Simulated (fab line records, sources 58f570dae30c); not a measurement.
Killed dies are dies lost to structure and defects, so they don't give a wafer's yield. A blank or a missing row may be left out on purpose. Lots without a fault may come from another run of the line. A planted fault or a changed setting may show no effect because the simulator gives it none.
Tool commonality check | flow berkeley_cmos170 | 14 lots, 42 wafers sampled

WHY IT WAS OPENED
At UCB170_ACTIVE_THK_MEAS_06 the reading ACTIVE_NITRIDE_THK is flagged on 2 of 14 lots. Wafers without a fault read 219.7 nm, standard deviation 2.8.
Rule: a lot is flagged when every wafer of it that has a number lies more than 4 standard deviations from that mean, or none has a number. The other lots count as sound.

lot  | measured    | on            | ACTIVE_NITRIDE_THK (nm), wafer by wafer | flag
L463 | day 3 23:11 | film_metro-02 | 224.8 224.1 223.8                       |
L465 | day 4 13:34 | film_metro-01 | 216.3 218.6 217.9                       |
L466 | day 4 13:34 | film_metro-03 | 219.4 217.7 218.5                       |
L467 | day 4 13:34 | film_metro-02 | 216.3 219.2 218.7                       |
L468 | day 4 22:34 | film_metro-03 | 217.9 217.2 217.3                       |
L469 | day 5 12:28 | film_metro-03 | 217.3 218.3 218.7                       |
L470 | day 5 12:29 | film_metro-01 | 222.2 223.2 219.6                       |
L471 | day 5 16:28 | film_metro-02 | 223.8 223.9 222.8                       |
L472 | day 5 22:55 | film_metro-02 | 214.6 217.2 215.6                       |
L473 | day 6 07:31 | film_metro-03 | 166.4 168.3 166.2                       | FLAGGED
L474 | day 6 07:31 | film_metro-01 | 163.7 166.0 164.1                       | FLAGGED
L483 | day 8 15:59 | film_metro-02 | 217.2 217.6 216.6                       |
L485 | day 8 22:53 | film_metro-02 | 223.6 223.1 224.0                       |
L484 | day 8 22:55 | film_metro-01 | 220.5 222.7 222.8                       |
The numbers of the flagged lots are 165.8 nm on average: -53.9 nm against the usual, or -19 standard deviations.

WHICH TOOL RAN EACH LOT
The record holds 2 process steps before the reading, out of a route of 331 steps. In each cell: the tool, then ch and the chambers that the sampled wafers went through, then the start.
lot  | flag    | UCB170_NWELL_ETCH_13              | UCB170_ACTIVE_CVD_05
L463 |         | rie_diel-01 ch 1,2, day 2 06:40   | lpcvd-02 ch 0, day 3 21:13
L465 |         | rie_diel-01 ch 0,1,3, day 2 18:57 | lpcvd-01 ch 1, day 4 11:39
L466 |         | rie_diel-03 ch 0,2,3, day 2 18:36 | lpcvd-01 ch 0, day 4 11:39
L467 |         | rie_diel-01 ch 1,2, day 2 22:32   | lpcvd-01 ch 1, day 4 11:39
L468 |         | rie_diel-03 ch 0,3, day 3 07:02   | lpcvd-01 ch 0, day 4 20:39
L469 |         | rie_diel-01 ch 0,1,3, day 3 17:05 | lpcvd-01 ch 1, day 5 10:32
L470 |         | rie_diel-01 ch 2,3, day 3 18:52   | lpcvd-01 ch 0, day 5 10:32
L471 |         | rie_diel-03 ch 0,1,2, day 4 04:29 | lpcvd-01 ch 1, day 5 14:32
L472 |         | rie_diel-01 ch 1,3, day 4 04:10   | lpcvd-01 ch 1, day 5 21:00
L473 | FLAGGED | rie_diel-01 ch 2,3, day 4 10:22   | lpcvd-01 ch 0, day 6 05:36
L474 | FLAGGED | rie_diel-03 ch 1,3, day 4 10:06   | lpcvd-01 ch 0, day 6 05:36
L483 |         | rie_diel-03 ch 0,3, day 6 13:42   | lpcvd-02 ch 0, day 8 14:04
L485 |         | rie_diel-01 ch 0,1,3, day 6 23:40 | lpcvd-02 ch 1, day 8 20:54
L484 |         | rie_diel-01 ch 1,2,3, day 6 20:12 | lpcvd-02 ch 0, day 8 20:54
What these steps do:
- UCB170_NWELL_ETCH_13: etches Si3N4 in CH3F/Ar/O2, stops on SiO2, target depth 246.4 nm, time 154 s.
- UCB170_ACTIVE_CVD_05: deposits Si3N4 from SiH2Cl2/NH3, target thk 220 nm, time 3300 s.
- UCB170_ACTIVE_THK_MEAS_06

FLAGGED OVER TOTAL, TOOL BY TOOL (the gauges that took the reading come last)
step                      | tool          | lots run | flagged | share of the flagged lots | sound lots run after its first flagged lot
UCB170_NWELL_ETCH_13      | rie_diel-01   | 9        | 1       | some                      | 2 (L484,L485)
UCB170_NWELL_ETCH_13      | rie_diel-03   | 5        | 1       | some                      | 1 (L483)
UCB170_ACTIVE_CVD_05      | lpcvd-01      | 10       | 2       | all                       | 0
UCB170_ACTIVE_CVD_05      | lpcvd-02      | 4        | 0       | none                      | -
UCB170_ACTIVE_THK_MEAS_06 | film_metro-01 | 4        | 1       | some                      | 1 (L484)
UCB170_ACTIVE_THK_MEAS_06 | film_metro-02 | 6        | 0       | none                      | -
UCB170_ACTIVE_THK_MEAS_06 | film_metro-03 | 4        | 1       | some                      | 0

WHAT THE TABLE ALLOWS
1 row of the table ran every flagged lot: lpcvd-01 at UCB170_ACTIVE_CVD_05.
- lpcvd-01 at UCB170_ACTIVE_CVD_05: 2 of its 10 lots flagged. Its last sound lot is L472 (day 5 21:00), its first flagged lot L473 (day 6 05:36): a fault that began between those two fits.
One tool is left: lpcvd-01 at UCB170_ACTIVE_CVD_05.

WHAT THE SIMULATOR HAD PUT IN
Process parameter drift: lpcvd-01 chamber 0, from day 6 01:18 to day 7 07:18, at UCB170_ACTIVE_CVD_05. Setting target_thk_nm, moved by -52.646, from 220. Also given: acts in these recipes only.
Lots struck among those shown: L473, L474. The rule above found the same.
